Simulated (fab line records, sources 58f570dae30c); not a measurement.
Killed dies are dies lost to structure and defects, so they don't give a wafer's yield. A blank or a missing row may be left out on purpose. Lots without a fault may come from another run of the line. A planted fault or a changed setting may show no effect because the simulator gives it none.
One fault seen from 2 desks | flow berkeley_cmos170 | each desk has only its own numbers; what lay behind them comes last

THE TOOL OWNER'S DESK: lpcvd-02
The tool's own readings at UCB170_GATE_CVD_04 (deposits poly-Si from SiH4, time 1440 s, target thk 214 nm): means of the sampled wafers that have a number, for each lot that ran on this tool. A lot is out of limits, marked OUT, if its mean lies more than 4 standard deviations from the usual mean; the brackets give that distance.
Columns: A = pressure_mtorr at UCB170_GATE_CVD_04, usual 375.0 mTorr
lot  | first seen here | A
L248 | day 7 00:51     | 374.0
L249 | day 7 14:23     | 375.9
L251 | day 7 14:23     | 375.9
L252 | day 7 14:23     | 375.7
L255 | day 8 11:13     | 375.1
L256 | day 8 11:13     | 375.1
L260 | day 9 04:30     | 449.8 (+86) OUT
This desk's finding: out of limits on L260; first on L260, day 9 04:30 (pressure_mtorr at UCB170_GATE_CVD_04). In limits: L248, L249, L251, L252, L255, L256.

THE METROLOGY DESK
What the gauges read, lot by lot, whatever tool the lot ran on: means of the sampled wafers that have a number. A lot is out of limits, marked OUT, if its mean lies more than 4 standard deviations from the usual mean; the brackets give that distance.
Columns: A = GATE_POLY_THK at UCB170_GATE_THK_MEAS_05, usual 213.6 nm; B = cd_nm at UCB170_PLDD_CD_MEAS_06, usual 1199.5 nm
lot  | first seen here | A                | B
L245 | day 6 15:15     | 214.8            | 1197.6
L246 | day 6 15:15     | 214.9            | 1199.1
L247 | day 6 15:15     | 214.1            | 1199.2
L248 | day 7 02:16     | 215.0            | 1198.9
L249 | day 7 16:29     | 209.9            | 1199.1
L252 | day 7 16:30     | 215.0            | 1200.3
L251 | day 7 16:34     | 212.5            | 1201.4
L255 | day 8 12:38     | 211.1            | 1200.0
L256 | day 8 12:40     | 215.0            | 1200.1
L260 | day 9 05:54     | 231.8 (+8.7) OUT | 1198.3
L264 | day 10 03:44    | 211.6            | 1200.8
L265 | day 10 03:44    | 213.8            | 1196.6
L266 | day 10 03:46    | 216.7            | 1198.6
This desk's finding: out of limits on L260; first on L260, day 9 05:54 (GATE_POLY_THK at UCB170_GATE_THK_MEAS_05). In limits: L245, L246, L247, L248, L249, L252, L251, L255, L256, L264, L265, L266.

PUT TOGETHER
The tool owner's desk could have raised an alarm at day 9 04:30, on L260.
The metrology desk could have raised an alarm at day 9 05:54, on L260.
Of the lots named, all ran UCB170_GATE_CVD_04 on lpcvd-02.

WHAT THE SIMULATOR HAD PUT IN
Process parameter drift: lpcvd-02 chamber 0, from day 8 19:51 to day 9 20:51, at UCB170_GATE_CVD_04. Setting pressure_mtorr, moved by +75, from 375. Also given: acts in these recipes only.
Lots struck among those shown: L260.
Hours from the fault's start to each desk's first reading out of limits: the tool owner's desk, 9; the metrology desk, 10.
